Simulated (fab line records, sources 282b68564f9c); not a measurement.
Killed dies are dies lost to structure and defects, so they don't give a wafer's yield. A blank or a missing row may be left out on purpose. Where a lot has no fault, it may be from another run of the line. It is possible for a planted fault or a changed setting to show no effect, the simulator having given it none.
A struck lot beside a sound one || flow ritCmos || 15 out of 202 route steps
Sound: the wafers L643.1, L643.5, L643.6. Struck: wafers L648.1, L648.4, L648.5. The cause comes at the end.
Each step with rows lists, per side, the tool, then ch with its chambers, then its first start. Under that, the readings that differ: sound wafers || struck wafers || difference of the means || sigmas: that difference in standard deviations of wafers without a fault.
alike: same words and numbers on both sides, and readings whose means sit less than 2 such deviations apart. not compared: any withheld reading, any reading some wafer has no value for, any bound like >300 that may hide the same value, and any number with overlapping values for which the record gives no deviation.
Wherever a step has rows on one side only, a row that says differs or no value, or a row with sigmas, the two part there. Numbers that don't overlap but have no deviation are shown without sigmas and don't part them. A reading that every wafer of one side lacks parts them only if that side has two wafers or more.

RIT_CONTACT_OVL_MEAS_09:
  sound on overlay-01, day 5 13:49; struck on overlay-01, day 6 10:57
  alike: CONTACT_OVL
then, 1 step without rows for these wafers: RIT_CONTACT_HARDBAKE_10 (time 60 s).
RIT_CONTACT_ETCH_11: etches SiO2 in CHF3/CF4/Ar, stops on TiSi2, target depth 480 nm, time 320 s.
  sound on rieDiel-04 ch 0,3, day 5 14:01; struck on rieDiel-04 ch 0,2,3, day 6 11:12
{"reading": "chamberPressureMTorr (mTorr)", "sound": "99.83 99.95 99.85", "struck": "100.02 100.18 100.00", "difference": "+0.19", "sigmas": "+2"}
  alike: cf4FlowSccm, drypumpMotorCurrentA, oesProductAu, throttleValvePct
  not compared: rfHoursCounterH
RIT_CONTACT_STRIP_12: strips in O2, time 180 s.
  sound on plasmaAsher-01 ch 0,1, day 5 14:12; struck on plasmaAsher-04 ch 0,1, day 6 11:24
  alike: chamberPressureMTorr, drypumpMotorCurrentA, o2FlowSccm, rfReflPowerW
  not compared: rfHoursCounterH
RIT_CONTACT_CD_MEAS_90: target cd 1000 nm.
  sound on cdSem-02, day 5 14:23; struck on cdSem-02, day 6 11:34
  alike: cdNm
then, 2 steps without rows for these wafers: RIT_CONTACT_CLEAN_13 (cleans in SC1, time 600 s); RIT_CONTACT_CLEAN_14 (cleans in SC2, time 600 s).
RIT_M1_SPUTTER_00: material Al, target thk 400 nm, time 500 s.
  sound on pvdSputter-02, day 5 14:51; struck on pvdSputter-03, day 6 12:02
  alike: throttleValvePct
RIT_M1_RS_MEAS_01: measurement is done with a four-point probe.
  sound on filmMetro-01, day 5 15:08; struck on filmMetro-01, day 6 12:20
  alike: M1_AL_RS
RIT_M1_THK_MEAS_02: measures by xrf.
  sound on filmMetro-01, day 5 15:16; struck on filmMetro-01, day 6 12:28
  alike: M1_AL_THK
then, 2 steps without rows for these wafers: RIT_M1_HMDS_03 (prime time 60 s); RIT_M1_COAT_04 (resist thk 1300 nm).
RIT_M1_SOFTBAKE_05: time 60 s.
  sound on lithoTrack-04 ch 0, day 5 15:37; struck on lithoTrack-04 ch 0, day 6 12:49
{"reading": "runLengthS (s)", "sound": "88.96 88.95 89.05", "struck": "99.97 99.94 100.07", "difference": "+11.01", "sigmas": "+69"}
then, 1 step without rows for these wafers: RIT_M1_EXPOSE_06 (exposes mask M12, target cd 2600 nm).
RIT_M1_PROBE_99:
  sound on prober-02, day 5 19:49; struck on prober-01, day 6 16:12
  alike: defectLimitedYield, killedAtFrontEnd, killedDies, killedOpen, killedShort, sort_bin_3_pad_short, sort_bin_5_function, sort_bin_6_memory, sortNPass, sortYieldPct

WHERE THEY PART
Last at RIT_M1_SOFTBAKE_05 as far as this record goes, first at RIT_CONTACT_ETCH_11. Later steps at which nothing parts them and some readings are alike: RIT_M1_PROBE_99.

WHY: what had been put in by the simulator
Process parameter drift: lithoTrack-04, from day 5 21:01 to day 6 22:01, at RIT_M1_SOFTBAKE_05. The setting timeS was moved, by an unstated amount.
